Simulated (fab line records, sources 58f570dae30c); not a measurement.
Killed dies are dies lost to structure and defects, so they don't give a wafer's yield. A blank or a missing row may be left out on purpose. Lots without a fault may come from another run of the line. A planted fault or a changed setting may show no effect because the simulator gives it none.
One fault seen from 2 desks | flow berkeley_cmos170 | each desk has only its own numbers; what lay behind them comes last

THE TOOL OWNER'S DESK: rie_metal-01
The tool's own readings at UCB170_M1_METAL_ETCH_12 (etches Al in Cl2/BCl3, stops on PSG, target depth 780 nm, time 134.2 s): means of the sampled wafers that have a number, for each lot that ran on this tool. A lot is out of limits, marked OUT, if its mean lies more than 4 standard deviations from the usual mean; the brackets give that distance.
Columns: A = drypump_motor_current_A at UCB170_M1_METAL_ETCH_12, usual 5.7 A; B = oes_product_au at UCB170_M1_METAL_ETCH_12, usual 0.862 a.u.; C = throttle_valve_pct at UCB170_M1_METAL_ETCH_12, usual 24.54 %
lot  | first seen here | A   | B     | C
L681 | day 11 09:25    | 5.8 | 0.844 | 24.31
L689 | day 12 13:35    | 5.8 | 0.853 | 24.30
L690 | day 13 17:11    | 5.8 | 0.856 | 24.30
This desk's finding: nothing out of limits on any of the 3 lots.

THE METROLOGY DESK
What the gauges read, lot by lot, whatever tool the lot ran on: means of the sampled wafers that have a number. A lot is out of limits, marked OUT, if its mean lies more than 4 standard deviations from the usual mean; the brackets give that distance.
Columns: A = M1_AL_RS at UCB170_M1_RS_MEAS_01, usual 0.0481 ohm/sq; B = M1_AL_THK at UCB170_M1_THK_MEAS_02, usual 609 nm; C = cd_nm at UCB170_M1_CD_MEAS_09, usual 700.6 nm; D = M1_OVL at UCB170_M1_OVL_MEAS_10, usual 7 nm
lot  | first seen here | A      | B   | C     | D
L668 | day 8 17:50     | 0.0484 | 606 | 702.8 | 12
L675 | day 9 19:20     | 0.0480 | 610 | 697.9 | 12
L681 | day 11 08:04    | 0.0490 | 599 | 701.6 | 5
L685 | day 12 06:20    | 0.0487 | 601 | 701.8 | 2
L689 | day 12 12:02    | 0.0483 | 608 | 701.8 | 14
L690 | day 13 15:50    | 0.0477 | 616 | 700.8 | -1
This desk's finding: nothing out of limits on any of the 6 lots.

PUT TOGETHER
The tool owner's desk saw nothing out of limits.
The metrology desk saw nothing out of limits.

WHAT THE SIMULATOR HAD PUT IN
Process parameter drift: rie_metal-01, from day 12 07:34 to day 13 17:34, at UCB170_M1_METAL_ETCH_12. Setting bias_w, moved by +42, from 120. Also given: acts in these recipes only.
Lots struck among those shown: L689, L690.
